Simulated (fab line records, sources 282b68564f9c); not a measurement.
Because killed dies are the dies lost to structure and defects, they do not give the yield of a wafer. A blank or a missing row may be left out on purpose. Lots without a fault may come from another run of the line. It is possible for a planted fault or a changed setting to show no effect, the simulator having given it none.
fab line records	flow rit-cmos
record: lots: 7	wafers: 21	last-day: 8
route steps=202 shown REOX@99 NLDD@103 PLDD@114 SPACER@125 NSD@131 M1@202
lots untouched by any fault: they come from a run of this same line in which no faults occurred
start-h: hours from the record's opening day to when the first of the lot's shown wafers began	wait-h: how many hours have passed since the lot's step before this one	" as in the row above	L1.1+2: a row that stands for several wafers	- no value, or no start given	* or withheld: withheld	< > ~ a bound
route shown NAME@n: a module of which the file shows steps, and the number in the route of the first	usual: mean/standard deviation of fault-free wafers	same: alike in all rows	chamber/n: place in a boat	sites: the reading at each site	_std_site: the standard deviation of these	_edge_site: inner sites' mean taken away from outer sites' mean	radius-mm: how far each site lies from the wafer's centre	mask NAME#n: copy n	behind: the most recent tool/chamber to have shaped the wafer	hold: what put the lot on hold/how long, in hours/how the hold closed	device: the transistor (n, p or np) that didn't switch	end of line: tests of these same wafers at the route's end	step lacking rows: just its recipe	killed: dies that structure and defects cost at the first sort, which is not the same as the wafer's yield	map: a wafer's dies, marking killed ones x, the rest . and places with no die _
set.NAME: the setting as run; set.NAME@STEP: as run at that earlier step	model.NAME: the simulator's own value behind a step, which no gauge read
a table for each step, a row for each wafer; lots at some steps of the route
services: the hour from which a tool's chamber was out of use, counted from the record's first day as start-h (under 0 if before that day), plus the number of hours and why
== steps ==
step: RIT_REOX_CLEAN_01
recipe: chemistry: dHF	dilution: 50:1	time-s: 30
step: RIT_REOX_CLEAN_02
recipe: chemistry: SC2	mix: 3:3:50	time-s: 600	temp-c: 75	dry: n2-spin
step: RIT_REOX_OXIDATION_03
recipe: temp-c: 900	ambient: O2	target-thk-a: 252	ox-time-s: 5580
step: RIT_REOX_THK_MEAS_04
recipe: reads: SiO2_of_REOX_OXIDATION_03
usual: REOX_OXIDE_THK: 25.2/0.51
lot.wafer	tool	chamber	start-h	wait-h	REOX_OXIDE_THK[nm]
L295.1	film-metro-04	-	52.11	0.0	25.3
L295.5	"	-	"	"	24.7
L295.6	"	-	"	"	24.9
L300.2	film-metro-04	-	73.03	0.0	25.3
L300.3	"	-	"	"	25.2
L300.6	"	-	"	"	25.2
L301.3	film-metro-02	-	81.58	0.0	25.2
L301.4	"	-	"	"	25.6
L301.5	"	-	"	"	25.4
L302.1	film-metro-04	-	83.04	0.0	25.6
L302.2	"	-	"	"	25.6
L302.4	"	-	"	"	25.5
L308.1	film-metro-02	-	116.97	0.0	25.6
L308.3	"	-	"	"	25.3
L308.5	"	-	"	"	25.4
L312.3	film-metro-03	-	138.22	0.0	25.6
L312.4	"	-	"	"	25.5
L312.6	"	-	"	"	25.4
L316.1	film-metro-03	-	160.48	0.0	24.0
L316.3	"	-	"	"	24.3
L316.5	"	-	"	"	23.7
step: RIT_NLDD_HMDS_00
recipe: prime-time-s: 60	prime-temp-c: 140
step: RIT_NLDD_COAT_01
recipe: resist: NOVOLAK	spin-rpm: 3303	resist-thk-nm: 1000
step: RIT_NLDD_SOFTBAKE_02
recipe: resist: NOVOLAK	temp-c: 90	time-s: 60
step: RIT_NLDD_EXPOSE_03
recipe: mask-id: M7	na: 0.57	target-cd-nm: 40700	dose-mj: 250
step: RIT_NLDD_PEB_04
recipe: resist: NOVOLAK	temp-c: withheld	time-s: withheld
step: RIT_NLDD_DEVELOP_05
recipe: resist: NOVOLAK	develop-time-s: 50	dev-temp-c: 23
step: RIT_NLDD_OVL_MEAS_06
usual: NLDD_OVL: 1.1/1.3
lot.wafer	tool	chamber	start-h	wait-h	NLDD_OVL[nm]
L295.1	overlay-02	-	53.21	-	-2.3
L295.5	"	-	"	"	0.9
L295.6	"	-	"	"	-1.2
L300.2	overlay-02	-	74.06	-	2.1
L300.3	"	-	"	"	-0.6
L300.6	"	-	"	"	0.3
L301.3	overlay-02	-	82.48	-	2.1
L301.4	"	-	"	"	1.0
L301.5	"	-	"	"	0.7
L302.1	overlay-01	-	83.95	-	1.5
L302.2	"	-	"	"	0.2
L302.4	"	-	"	"	1.3
L308.1	overlay-01	-	117.88	-	2.0
L308.3	"	-	"	"	0.4
L308.5	"	-	"	"	-1.3
L312.3	overlay-02	-	139.30	-	1.9
L312.4	"	-	"	"	3.4
L312.6	"	-	"	"	2.4
L316.1	overlay-01	-	161.92	-	1.7
L316.3	"	-	"	"	4.4
L316.5	"	-	"	"	3.2
step: RIT_NLDD_HARDBAKE_07
recipe: resist: NOVOLAK	temp-c: 140	time-s: 60
step: RIT_NLDD_IMPLANT_08
recipe: species: P	energy-kev: 20	dose-cm2: 5e+14	tilt-deg: 7
usual: dose-ions-cm2: 5e+14/5.5e+11	end-station-pressure-torr: 6.2e-06/3.5e-07	faraday-current-uA: 1576/32	tilt-deg: 6.997/0.02
lot.wafer	tool	chamber	start-h	wait-h	dose-ions-cm2	end-station-pressure-torr	faraday-current-uA	tilt-deg
L295.1	implanter-01	0	53.39	0.1	4.997e+14	6.1e-06	1574	6.977
L295.5	"	0	"	"	5.002e+14	6.3e-06	1574	7.004
L295.6	"	0	"	"	5.006e+14	6.3e-06	1566	6.977
L300.2	implanter-01	0	74.26	0.1	9.95e+13	5.8e-06	310	7.003
L300.3	"	0	"	"	9.96e+13	5.3e-06	326	6.966
L300.6	"	0	"	"	9.95e+13	4.8e-06	322	7.015
L301.3	implanter-01	0	82.71	0.1	9.91e+13	5.5e-06	314	6.996
L301.4	"	0	"	"	1e+14	4.7e-06	306	6.971
L301.5	"	0	"	"	9.92e+13	5.3e-06	315	6.984
L302.1	implanter-01	0	84.14	0.1	9.98e+13	5.3e-06	303	7.030
L302.2	"	0	"	"	1.01e+14	5.3e-06	323	7.045
L302.4	"	0	"	"	1.003e+14	5.4e-06	305	6.998
L308.1	implanter-02	0	118.07	0.1	5.005e+14	6.8e-06	1531	6.998
L308.3	"	0	"	"	4.999e+14	6.7e-06	1593	6.975
L308.5	"	0	"	"	5.011e+14	6.4e-06	1566	6.979
L312.3	implanter-03	0	139.58	0.1	5.009e+14	6.4e-06	1615	7.035
L312.4	"	0	"	"	5.001e+14	6.8e-06	1556	7.018
L312.6	"	0	"	"	4.997e+14	5.4e-06	1576	6.993
L316.1	implanter-02	0	162.11	0.1	5.004e+14	6.7e-06	1625	7.020
L316.3	"	0	"	"	5.001e+14	6.3e-06	1542	7.012
L316.5	"	0	"	"	5.004e+14	6.8e-06	1535	7.010
step: RIT_NLDD_STRIP_09
recipe: chemistry: O2	time-s: 180	resist: NOVOLAK	platen-temp-c: withheld	power-w: 500	pressure-mtorr: 4000	o2-flow-sccm: 4000
usual: drypump-motor-current-A: 5.6/0.5
lot.wafer	tool	chamber	start-h	wait-h	drypump-motor-current-A	rf-hours-counter-h
L295.1	plasma-asher-02	1	53.54	0.1	5.1	26
L295.5	"	0	"	"	6.5	-
L295.6	"	1	"	"	5.1	-
L300.2	plasma-asher-01	0	74.39	0.1	5.1	42
L300.3	"	1	"	"	5.2	-
L300.6	"	0	"	"	5.1	-
L301.3	plasma-asher-01	0	82.87	0.1	5.1	-
L301.4	"	1	"	"	5.2	-
L301.5	"	1	"	"	5.1	-
L302.1	plasma-asher-01	0	84.29	0.1	5.1	43
L302.2	"	1	"	"	5.1	43
L302.4	"	1	"	"	5.2	-
L308.1	plasma-asher-03	1	118.22	0.1	5.6	48
L308.3	"	0	"	"	6.0	-
L308.5	"	1	"	"	5.7	-
L312.3	plasma-asher-03	1	139.74	0.1	5.7	-
L312.4	"	0	"	"	6.1	-
L312.6	"	1	"	"	5.6	-
L316.1	plasma-asher-02	0	162.26	0.1	6.5	37
L316.3	"	1	"	"	5.1	-
L316.5	"	0	"	"	6.5	-
step: RIT_NLDD_TW_MEAS_10
usual: NLDD_TW: 2488/18
lot.wafer	tool	chamber	start-h	wait-h	NLDD_TW
L295.1	film-metro-03	-	53.72	0.1	2498
L295.5	"	-	"	"	2495
L295.6	"	-	"	"	2497
L300.2	film-metro-03	-	74.57	0.1	1545
L300.3	"	-	"	"	1526
L300.6	"	-	"	"	1529
L301.3	film-metro-01	-	83.00	0.1	1545
L301.4	"	-	"	"	1545
L301.5	"	-	"	"	1539
L302.1	film-metro-03	-	84.46	0.1	1555
L302.2	"	-	"	"	1565
L302.4	"	-	"	"	1558
L308.1	film-metro-01	-	118.39	0.1	2455
L308.3	"	-	"	"	2461
L308.5	"	-	"	"	2464
L312.3	film-metro-01	-	139.88	0.1	2495
L312.4	"	-	"	"	2479
L312.6	"	-	"	"	2493
L316.1	film-metro-02	-	162.43	0.1	2511
L316.3	"	-	"	"	2504
L316.5	"	-	"	"	2503
step: RIT_PLDD_HMDS_00
recipe: prime-time-s: 60	prime-temp-c: 140
step: RIT_PLDD_COAT_01
recipe: resist: NOVOLAK	spin-rpm: 3250	resist-thk-nm: 1000
step: RIT_PLDD_SOFTBAKE_02
recipe: resist: NOVOLAK	temp-c: 90	time-s: 60
step: RIT_PLDD_EXPOSE_03
recipe: mask-id: M8	na: 0.57	target-cd-nm: 40900	dose-mj: 250
step: RIT_PLDD_PEB_04
recipe: resist: NOVOLAK	temp-c: withheld	time-s: withheld
step: RIT_PLDD_DEVELOP_05
recipe: resist: NOVOLAK	develop-time-s: 50	dev-temp-c: 23
step: RIT_PLDD_OVL_MEAS_06
usual: PLDD_OVL: 0.8/1.4
lot.wafer	tool	chamber	start-h	wait-h	PLDD_OVL[nm]
L295.1	overlay-01	-	54.78	-	-0.6
L295.5	"	-	"	"	0.7
L295.6	"	-	"	"	-2.0
L300.2	overlay-02	-	75.60	-	0.6
L300.3	"	-	"	"	2.9
L300.6	"	-	"	"	-0.3
L301.3	overlay-02	-	83.90	-	-1.8
L301.4	"	-	"	"	-0.8
L301.5	"	-	"	"	-1.5
L302.1	overlay-02	-	85.37	-	2.2
L302.2	"	-	"	"	1.6
L302.4	"	-	"	"	1.5
L308.1	overlay-02	-	119.43	-	0.9
L308.3	"	-	"	"	2.7
L308.5	"	-	"	"	1.6
L312.3	overlay-02	-	140.90	-	0.6
L312.4	"	-	"	"	-1.5
L312.6	"	-	"	"	-0.8
L316.1	overlay-02	-	163.54	-	0.4
L316.3	"	-	"	"	2.0
L316.5	"	-	"	"	1.9
step: RIT_PLDD_HARDBAKE_07
recipe: resist: NOVOLAK	temp-c: 140	time-s: 60
step: RIT_PLDD_IMPLANT_08
recipe: species: BF2	energy-kev: 20	dose-cm2: 9.064e+14	tilt-deg: 7
step: RIT_PLDD_STRIP_09
recipe: chemistry: O2	time-s: 180	resist: NOVOLAK	platen-temp-c: withheld	power-w: 500	pressure-mtorr: 4000	o2-flow-sccm: 4000
usual: drypump-motor-current-A: 5.8/0.61
lot.wafer	tool	chamber	start-h	wait-h	drypump-motor-current-A	rf-hours-counter-h
L295.1	plasma-asher-04	1	55.12	0.1	6.4	41
L295.5	"	1	"	"	6.4	-
L295.6	"	0	"	"	5.8	-
L300.2	plasma-asher-02	0	75.93	0.1	6.5	29
L300.3	"	1	"	"	5.1	-
L300.6	"	0	"	"	6.5	-
L301.3	plasma-asher-04	1	84.29	0.1	6.4	-
L301.4	"	0	"	"	5.8	-
L301.5	"	0	"	"	5.8	-
L302.1	plasma-asher-04	0	85.78	0.1	5.8	44
L302.2	"	1	"	"	6.4	44
L302.4	"	1	"	"	6.4	-
L308.1	plasma-asher-01	0	119.76	0.1	5.1	47
L308.3	"	1	"	"	5.2	-
L308.5	"	0	"	"	5.1	-
L312.3	plasma-asher-02	1	141.29	0.1	5.1	-
L312.4	"	0	"	"	6.5	-
L312.6	"	1	"	"	5.1	-
L316.1	plasma-asher-01	0	163.88	0.1	5.1	51
L316.3	"	0	"	"	5.1	-
L316.5	"	0	"	"	5.1	-
step: RIT_PLDD_TW_MEAS_10
usual: PLDD_TW: 2352/20
lot.wafer	tool	chamber	start-h	wait-h	PLDD_TW
L295.1	film-metro-02	-	55.29	0.1	2371
L295.5	"	-	"	"	2355
L295.6	"	-	"	"	2361
L300.2	film-metro-03	-	76.12	0.1	2344
L300.3	"	-	"	"	2348
L300.6	"	-	"	"	2351
L301.3	film-metro-02	-	84.42	0.1	2368
L301.4	"	-	"	"	2380
L301.5	"	-	"	"	2371
L302.1	film-metro-01	-	85.96	0.1	2321
L302.2	"	-	"	"	2316
L302.4	"	-	"	"	2315
L308.1	film-metro-01	-	119.94	0.1	2327
L308.3	"	-	"	"	2334
L308.5	"	-	"	"	2314
L312.3	film-metro-01	-	141.42	0.1	2346
L312.4	"	-	"	"	2363
L312.6	"	-	"	"	2342
L316.1	film-metro-02	-	164.05	0.1	2365
L316.3	"	-	"	"	2357
L316.5	"	-	"	"	2360
step: RIT_SPACER_CLEAN_00
recipe: chemistry: SC1	mix: 3:3:50	time-s: 600	temp-c: 75
step: RIT_SPACER_CLEAN_01
recipe: chemistry: dHF	dilution: 50:1	time-s: 30
step: RIT_SPACER_CLEAN_02
recipe: chemistry: SC2	mix: 3:3:50	time-s: 600	temp-c: 75	dry: n2-spin
step: RIT_SPACER_CVD_03
recipe: material: Si3N4	target-thk-nm: 250	temp-c: 810	precursor: SiH2Cl2/NH3	time-s: 3300	pressure-mtorr: 300	sih2cl2-flow-sccm: 60	nh3-flow-sccm: 150
step: RIT_SPACER_THK_MEAS_04
recipe: reads: Si3N4_of_SPACER_CVD_03
usual: SPACER_NITRIDE_THK: 250.3/2.8
lot.wafer	tool	chamber	start-h	wait-h	SPACER_NITRIDE_THK[nm]
L295.1	film-metro-02	-	59.05	0.0	247.2
L295.5	"	-	"	"	246.0
L295.6	"	-	"	"	246.6
L300.2	film-metro-04	-	78.62	0.0	251.2
L300.3	"	-	"	"	251.4
L300.6	"	-	"	"	252.8
L301.3	film-metro-01	-	87.87	0.0	250.4
L301.4	"	-	"	"	248.1
L301.5	"	-	"	"	250.1
L302.1	film-metro-01	-	88.33	0.0	251.8
L302.2	"	-	"	"	249.1
L302.4	"	-	"	"	248.2
L308.1	film-metro-02	-	122.30	0.0	248.0
L308.3	"	-	"	"	248.3
L308.5	"	-	"	"	249.3
L312.3	film-metro-04	-	143.78	0.0	255.9
L312.4	"	-	"	"	254.2
L312.6	"	-	"	"	255.8
L316.1	film-metro-04	-	167.80	0.0	255.8
L316.3	"	-	"	"	255.0
L316.5	"	-	"	"	256.4
step: RIT_SPACER_ETCHBACK_05
recipe: target-depth-a: 2500	SF6_flow_sccm: 30	CHF3_flow_sccm: 30	target: Si3N4	chemistry: SF6/CHF3	pressure-mtorr: 40	rf-w: 250	time-s: 240	stop-on: SiO2
usual: drypump-motor-current-A: 5.68/0.29	oes-product-au: 0.847/0.014	throttle-valve-pct: 10.30/0.23
lot.wafer	tool	chamber	start-h	wait-h	drypump-motor-current-A	oes-product-au	rf-hours-counter-h	throttle-valve-pct
L295.1	rie-diel-04	1	59.11	0.1	6.08	0.840	43	10.65
L295.5	"	1	"	"	6.08	0.839	-	10.64
L295.6	"	2	"	"	6.02	0.830	-	9.99
L300.2	rie-diel-02	2	78.67	0.0	5.32	0.851	9	10.20
L300.3	"	0	"	"	5.83	0.860	92	10.30
L300.6	"	2	"	"	5.33	0.855	-	10.19
L301.3	rie-diel-01	2	87.91	0.0	5.81	0.837	114	10.32
L301.4	"	3	"	"	5.39	0.827	8	10.33
L301.5	"	1	"	"	5.49	0.831	-	10.51
L302.1	rie-diel-02	3	88.39	0.1	5.49	0.843	79	10.23
L302.2	"	2	"	"	5.31	0.853	9	10.19
L302.4	"	1	"	"	6.03	0.864	38	10.38
L308.1	rie-diel-04	3	122.36	0.1	5.30	0.836	43	10.01
L308.3	"	2	"	"	6.03	0.836	92	9.98
L308.5	"	1	"	"	6.05	0.861	-	10.65
L312.3	rie-diel-01	2	143.82	0.0	5.80	0.843	115	10.33
L312.4	"	3	"	"	5.40	0.841	9	10.34
L312.6	"	3	"	"	5.39	0.841	-	10.33
L316.1	rie-diel-04	2	167.86	0.1	6.03	0.852	93	10.00
L316.3	"	1	"	"	6.01	0.864	45	10.65
L316.5	"	1	"	"	6.06	0.871	-	10.65
step: RIT_NSD_HMDS_00
recipe: prime-time-s: 60	prime-temp-c: 140
step: RIT_NSD_COAT_01
recipe: resist: NOVOLAK	spin-rpm: 3250	resist-thk-nm: 1000
step: RIT_NSD_SOFTBAKE_02
recipe: resist: NOVOLAK	temp-c: 90	time-s: 59.14
step: RIT_NSD_EXPOSE_03
recipe: mask-id: M9	na: 0.57	target-cd-nm: 40700	dose-mj: 250
step: RIT_NSD_PEB_04
recipe: resist: NOVOLAK	temp-c: withheld	time-s: withheld
step: RIT_NSD_DEVELOP_05
recipe: resist: NOVOLAK	develop-time-s: 50	dev-temp-c: 23
step: RIT_NSD_OVL_MEAS_06
usual: NSD_OVL: 0.6/1.4
lot.wafer	tool	chamber	start-h	wait-h	NSD_OVL[nm]
L295.1	overlay-01	-	60.11	-	0.9
L295.5	"	-	"	"	0.1
L295.6	"	-	"	"	-0.2
L300.2	overlay-01	-	79.92	-	1.3
L300.3	"	-	"	"	-1.0
L300.6	"	-	"	"	-1.0
L301.3	overlay-02	-	88.92	-	1.7
L301.4	"	-	"	"	2.6
L301.5	"	-	"	"	1.9
L302.1	overlay-01	-	89.52	-	1.0
L302.2	"	-	"	"	1.9
L302.4	"	-	"	"	0.6
L308.1	overlay-02	-	123.48	-	0.9
L308.3	"	-	"	"	-0.2
L308.5	"	-	"	"	1.3
L312.3	overlay-02	-	144.84	-	-0.2
L312.4	"	-	"	"	0.4
L312.6	"	-	"	"	-1.9
L316.1	overlay-01	-	169.11	-	3.2
L316.3	"	-	"	"	1.6
L316.5	"	-	"	"	3.2
step: RIT_NSD_HARDBAKE_07
recipe: resist: NOVOLAK	temp-c: 140	time-s: 60
step: RIT_NSD_IMPLANT_08
recipe: species: P	energy-kev: 25	dose-cm2: 1e+15	tilt-deg: 7
step: RIT_NSD_STRIP_09
recipe: chemistry: O2	time-s: 180	resist: NOVOLAK	platen-temp-c: withheld	power-w: 500	pressure-mtorr: 4000	o2-flow-sccm: 4000
usual: drypump-motor-current-A: 5.7/0.4
lot.wafer	tool	chamber	start-h	wait-h	drypump-motor-current-A	rf-hours-counter-h
L295.1	plasma-asher-03	1	60.45	0.1	5.7	41
L295.5	"	1	"	"	5.7	-
L295.6	"	0	"	"	6.0	-
L300.2	plasma-asher-03	1	80.25	0.1	5.7	44
L300.3	"	1	"	"	5.7	-
L300.6	"	1	"	"	5.7	-
L301.3	plasma-asher-04	1	89.30	0.1	6.5	-
L301.4	"	0	"	"	5.8	-
L301.5	"	0	"	"	5.8	-
L302.1	plasma-asher-01	0	89.85	0.1	5.1	44
L302.2	"	1	"	"	5.2	44
L302.4	"	1	"	"	5.2	-
L308.1	plasma-asher-03	0	123.82	0.1	6.1	49
L308.3	"	1	"	"	5.7	-
L308.5	"	0	"	"	6.1	-
L312.3	plasma-asher-04	1	145.22	0.1	6.4	-
L312.4	"	0	"	"	5.8	-
L312.6	"	0	"	"	5.8	-
L316.1	plasma-asher-01	0	169.45	0.1	5.1	51
L316.3	"	0	"	"	5.1	-
L316.5	"	1	"	"	5.1	-
step: RIT_SDANNEAL_RS_MEAS_07
recipe: thk-meas-gauge: four-point-probe
usual: NLDD_RS: 151.3/0.49
lot.wafer	tool	chamber	start-h	wait-h	NLDD_RS[ohm/sq]
L295.1	film-metro-03	-	63.03	0.1	150.7
L295.5	"	-	"	"	150.8
L295.6	"	-	"	"	150.5
L300.2	film-metro-03	-	82.92	0.1	516.4
L300.3	"	-	"	"	527.3
L300.6	"	-	"	"	523.3
L301.3	film-metro-01	-	91.74	0.1	504.0
L301.4	"	-	"	"	507.8
L301.5	"	-	"	"	512.3
L302.1	film-metro-02	-	92.45	0.1	503.0
L302.2	"	-	"	"	505.3
L302.4	"	-	"	"	497.8
L308.1	film-metro-03	-	126.45	0.1	151.3
L308.3	"	-	"	"	151.1
L308.5	"	-	"	"	151.5
L312.3	film-metro-03	-	147.67	0.1	151.9
L312.4	"	-	"	"	152.0
L312.6	"	-	"	"	151.4
L316.1	film-metro-01	-	171.92	0.1	151.5
L316.3	"	-	"	"	151.2
L316.5	"	-	"	"	151.4
step: RIT_M1_PROBE_99
usual: killed-at-front-end: 7/3	killed-dies: 7/3	killed-open: 3.3/2.1	killed-short: 3.7/1.9
same: gross-dies: 264	killed_at_M0_to_M3: 0	killed_at_M4_up: 0	killed-at-back-side: 0	killed-at-contacts: 0	killed-at-other: 0
lot.wafer	tool	chamber	start-h	wait-h	killed-at-front-end	killed-dies	killed-open	killed-short
L295.1	prober-01	-	70.39	0.1	3	3	0	3
L295.5	prober-01	-	70.59	0.2	4	4	2	2
L295.6	prober-01	-	70.64	0.2	6	6	0	6
L300.2	prober-02	-	89.97	0.1	6	6	1	5
L300.3	prober-02	-	90.02	0.2	6	6	2	4
L300.6	prober-02	-	90.17	0.2	4	4	2	2
L301.3	prober-01	-	99.40	0.2	5	5	4	1
L301.4	prober-01	-	99.45	0.2	10	10	3	7
L301.5	prober-01	-	99.50	0.2	9	9	4	5
L302.1	prober-02	-	100.80	0.1	5	5	2	3
L302.2	prober-02	-	100.85	0.1	4	4	0	4
L302.4	prober-02	-	100.95	0.2	3	3	1	2
L308.1	prober-02	-	133.36	0.1	3	3	0	3
L308.3	prober-02	-	133.46	0.2	5	5	3	2
L308.5	prober-02	-	133.56	0.2	5	5	1	4
L312.3	prober-02	-	154.89	0.2	5	5	1	4
L312.4	prober-02	-	154.94	0.2	7	7	4	3
L312.6	prober-02	-	155.04	0.2	3	3	2	1
L316.1	prober-02	-	180.26	0.1	11	11	6	5
L316.3	prober-02	-	180.36	0.2	13	13	9	4
L316.5	prober-02	-	180.46	0.2	2	2	2	0
killed by level:class
L295.1 GATE:geometric-particle:short=3
L295.5 GATE:geometric-particle:open=2 FOX2:geometric-particle:short=1 SPACER:geometric-particle:short=1
L295.6 SPACER:geometric-particle:short=3 REOX:geometric-particle:short=2 GATE:geometric-particle:short=1
L300.2 GATE:geometric-particle:short=2 FOX1:geometric-particle:short=1 REOX:geometric-particle:open=1 REOX:geometric-particle:short=1 SPACER:geometric-particle:short=1
L300.3 FOX1:geometric-particle:short=1 FOX2:geometric-particle:open=1 GATE:geometric-particle:short=1 GATE:geometric-particle:open=1 REOX:geometric-particle:short=1 SPACER:geometric-particle:short=1
L300.6 FOX1:geometric-particle:open=1 FOX2:geometric-particle:short=1 SPACER:geometric-particle:short=1 SILICIDE:geometric-particle:open=1
L301.3 GATE:geometric-particle:open=3 FOX2:geometric-particle:short=1 REOX:geometric-particle:open=1
L301.4 GATE:geometric-particle:short=3 FOX1:geometric-particle:open=1 FOX1:geometric-particle:short=1 FOX2:geometric-particle:short=1 GATE:geometric-particle:open=1 REOX:geometric-particle:open=1 SPACER:geometric-particle:short=1 SILICIDE:geometric-particle:short=1
L301.5 GATE:geometric-particle:short=3 GATE:geometric-particle:open=2 FOX1:geometric-particle:open=1 SPACER:geometric-particle:short=1 SILICIDE:geometric-particle:open=1 SILICIDE:geometric-particle:short=1
L302.1 FOX1:geometric-particle:open=1 FOX1:geometric-particle:short=1 GATE:geometric-particle:open=1 GATE:geometric-particle:short=1 SPACER:geometric-particle:short=1
L302.2 GATE:geometric-particle:short=2 FOX1:geometric-particle:short=1 FOX2:geometric-particle:short=1
L302.4 GATE:geometric-particle:short=1 SPACER:geometric-particle:open=1 SPACER:geometric-particle:short=1
L308.1 GATE:geometric-particle:short=2 SILICIDE:geometric-particle:short=1
L308.3 FOX2:geometric-particle:open=1 GATE:geometric-particle:short=1 GATE:geometric-particle:open=1 SPACER:geometric-particle:short=1 SPACER:geometric-particle:open=1
L308.5 FOX2:geometric-particle:short=1 GATE:geometric-particle:open=1 GATE:geometric-particle:short=1 SPACER:geometric-particle:short=1 SILICIDE:geometric-particle:short=1
L312.3 GATE:geometric-particle:short=3 REOX:geometric-particle:short=1 REOX:geometric-particle:open=1
L312.4 FOX1:geometric-particle:open=3 GATE:geometric-particle:short=2 SILICIDE:geometric-particle:short=1 SILICIDE:geometric-particle:open=1
L312.6 FOX1:geometric-particle:open=1 GATE:geometric-particle:open=1 REOX:geometric-particle:short=1
L316.1 FOX1:geometric-particle:open=2 GATE:geometric-particle:short=2 GATE:geometric-particle:open=2 FOX1:geometric-particle:short=1 REOX:geometric-particle:open=1 REOX:geometric-particle:short=1 SPACER:geometric-particle:short=1 SILICIDE:geometric-particle:open=1
L316.3 GATE:geometric-particle:open=5 FOX1:geometric-particle:open=2 SPACER:geometric-particle:short=2 FOX1:geometric-particle:short=1 GATE:geometric-particle:short=1 SPACER:geometric-particle:open=1 SILICIDE:geometric-particle:open=1
L316.5 FOX1:geometric-particle:open=1 REOX:geometric-particle:open=1
== services ==
tool	chamber	start-h	hours	kind
rie-diel-04	-	29.57	4.0	repair
implanter-02	-	38.81	0.6	repair
rie-diel-02	3	46.14	5.7	repair
rie-diel-02	1	50.24	1.8	repair
implanter-02	-	51.31	1.7	repair
implanter-03	-	53.99	5.0	repair
implanter-02	-	57.66	3.1	repair
implanter-01	-	66.37	3.4	repair
plasma-asher-01	-	74.82	4.1	repair
rie-diel-02	2	88.63	11.1	repair
rie-diel-04	-	92.32	0.2	repair
rie-diel-02	3	104.91	3.5	repair
plasma-asher-04	-	108.75	9.0	pm
plasma-asher-04	0	108.75	9.0	vent-cycle
plasma-asher-04	1	108.75	9.0	vent-cycle
plasma-asher-02	-	114.45	7.6	repair
plasma-asher-04	0	117.75	-	clean
plasma-asher-04	1	117.75	-	clean
implanter-01	-	132.09	2.8	pm
rie-diel-02	0	138.19	7.3	repair
implanter-02	-	142.47	5.3	pm
rie-diel-04	3	145.72	3.2	repair
== key ==
first-sign: step: RIT_NLDD_IMPLANT_08	reading: dose-ions-cm2	direction: down	sigmas: 99+	usual: 5e+14	struck: 9.98e+13
effect: step: RIT_NLDD_IMPLANT_08	reading: faraday-current-uA	direction: down	sigmas: 39	usual: 1576	struck: 314
effect: step: RIT_NLDD_TW_MEAS_10	reading: NLDD_TW	direction: down	sigmas: 52	usual: 2488	struck: 1545
effect: step: RIT_SDANNEAL_RS_MEAS_07	reading: NLDD_RS	direction: up	sigmas: 99+	usual: 151.3	struck: 510.8
met-at RIT_NLDD_IMPLANT_08
struck-wafers L300.2,L300.3,L300.6,L301.3,L301.4,L301.5,L302.1,L302.2,L302.4
tester-left-out L300,L301,L302
onset-between 53.39 74.26
fault: kind: process-parameter-drift	tool: implanter-01	chamber: -	onset-h: 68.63	steps: RIT_NLDD_IMPLANT_08	channel: dose-cm2	offset: -4e+14	shape: step	end-h: 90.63	acts-in: these-recipes-only	stated: 5e+14
tester-left-out: of these lots the tester's yield and bins aren't shown, on N5 and GAA mostly nor the transistor test; their killed dies are dies lost to structure and defects alone, not to doping, threshold or leakage, so they don't give the yield
